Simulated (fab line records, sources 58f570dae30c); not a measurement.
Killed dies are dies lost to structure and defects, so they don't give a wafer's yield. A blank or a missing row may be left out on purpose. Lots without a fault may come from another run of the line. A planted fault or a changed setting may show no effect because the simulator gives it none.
Which tool did it? | flow berkeley_cmos170 | 7 lots, 21 wafers sampled, at 2 steps of a route of 331

WHAT THE GAUGES READ, wafer by wafer
UCB170_PWELL_TW_MEAS_17.
lot  | measured    | on            | PWELL_TW
L887 | day 3 18:20 | film_metro-04 | 383.2 380.7 380.5
L891 | day 4 20:53 | film_metro-02 | 375.2 378.3 376.8
L895 | day 5 15:44 | film_metro-04 | 380.9 379.6 377.5
L896 | day 5 21:52 | film_metro-01 | 402.9 401.2 404.0
L902 | day 7 02:13 | film_metro-01 | 377.8 378.6 379.2
L905 | day 7 17:09 | film_metro-04 | 377.0 375.1 374.9
L906 | day 8 00:41 | film_metro-04 | 377.1 380.1 379.8

WHICH TOOL RAN EACH LOT (tool, then ch and the chambers of the sampled wafers, then the start)
lot  | UCB170_PWELL_IMPLANT_15
L887 | implanter-03 ch 0, day 3 18:07
L891 | implanter-01 ch 0, day 4 20:41
L895 | implanter-03 ch 0, day 5 15:29
L896 | implanter-03 ch 0, day 5 21:38
L902 | implanter-04 ch 0, day 7 01:59
L905 | implanter-04 ch 0, day 7 16:57
L906 | implanter-04 ch 0, day 8 00:26
- UCB170_PWELL_IMPLANT_15

THE ANSWER, worked out from the rows above alone
Rule: what is usual is taken from the lots themselves. Put in order of their means at a reading, lots are off if they are a third of the lots or fewer, leave a main group of 4 or more, and stand apart from it by a gap of 3 or more times the standard deviation of the main group's means; of several such gaps the widest counts. A main group whose means are all the same, to the digits that the tables above print for the reading, isn't used. A lot without any number at a reading at which 4 lots or more have one is off too. The other lots that the step has rows for count as sound.
Off: L896, at UCB170_PWELL_TW_MEAS_17 (PWELL_TW). The main group: mean 378.5, standard deviation 1.9.
A tool fits if, at a process step before that reading, it ran every lot that is off, and no sound lot after the first of them. The gauges at UCB170_PWELL_TW_MEAS_17 are tried like those tools. One fits: implanter-03 at UCB170_PWELL_IMPLANT_15. Its last sound lot is L895 (day 5 15:29), its first lot that is off L896 (day 5 21:38): a fault that began between those two fits.

WHAT THE SIMULATOR HAD PUT IN
Process parameter drift: implanter-03, from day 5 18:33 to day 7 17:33, at UCB170_PWELL_IMPLANT_15. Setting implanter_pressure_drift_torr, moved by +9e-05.
Process parameter drift: implanter-03, from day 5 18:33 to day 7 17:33, at UCB170_PWELL_IMPLANT_15. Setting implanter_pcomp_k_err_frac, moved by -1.
Lots struck among those shown: L896. The rule above found the same.
